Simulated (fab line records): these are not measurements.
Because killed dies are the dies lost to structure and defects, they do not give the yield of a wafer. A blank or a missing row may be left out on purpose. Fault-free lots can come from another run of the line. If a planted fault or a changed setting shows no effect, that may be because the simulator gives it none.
Which tool is to blame? -- flow berkeleyCmos170 -- Sampling: 7 lots, 21 wafers, 2 of 331 route steps

## WHAT THE GAUGES SHOWED, per wafer
UCB170_V2_CD_MEAS_12: the cd target is 700 nm.
lot,measured,on,cdNm (nm)
L153,day 8 20:19,cdSem-01,699.5 700.5 701.5
L155,day 9 15:36,cdSem-02,698.5 699.8 698.1
L157,day 10 17:17,cdSem-01,700.7 701.1 701.6
L160,day 10 16:40,cdSem-01,703.4 703.1 701.6
L164,day 11 19:08,cdSem-01,699.5 700.4 700.2
L168,day 12 05:36,cdSem-01,699.7 700.5 700.2
L170,day 12 15:02,cdSem-02,698.9 698.7 700.4

## TOOL THAT RAN EACH LOT (tool first, then ch and the chambers of the sampled wafers, then the start)
lot,UCB170_GATE_WET_ETCH_00
L153,"wetBench-04 ch 1, day 6 17:40"
L155,"wetBench-02 ch 3, day 7 12:05"
L157,"wetBench-01 ch 0, day 8 06:53"
L160,"wetBench-01 ch 1, day 8 07:42"
L164,"wetBench-02 ch 1, day 9 12:53"
L168,"wetBench-02 ch 1, day 10 05:24"
L170,"wetBench-02 ch 2, day 10 15:41"
- UCB170_GATE_WET_ETCH_00: etches SiO2 in dHF, time 200 s.

## THE ANSWER, worked out from the rows above alone
Rule: the lots themselves supply what counts as usual. The widest of any qualifying gaps counts: lots, ordered by their means at a reading, are off when they make up no more than a third of the lots, leave a main group of 4 or more, and stand apart from it by 3 or more times the standard deviation of that group's means. A main group is skipped when, at the precision printed for the reading in the tables above, its means are all equal. A lot without any number at a reading at which 4 lots or more have one is off too. Any other lot the step has rows for is counted as sound.
Across all readings shown, no lot is off: no conclusion can be drawn from this.

## WHAT THE SIMULATOR HAD INSERTED
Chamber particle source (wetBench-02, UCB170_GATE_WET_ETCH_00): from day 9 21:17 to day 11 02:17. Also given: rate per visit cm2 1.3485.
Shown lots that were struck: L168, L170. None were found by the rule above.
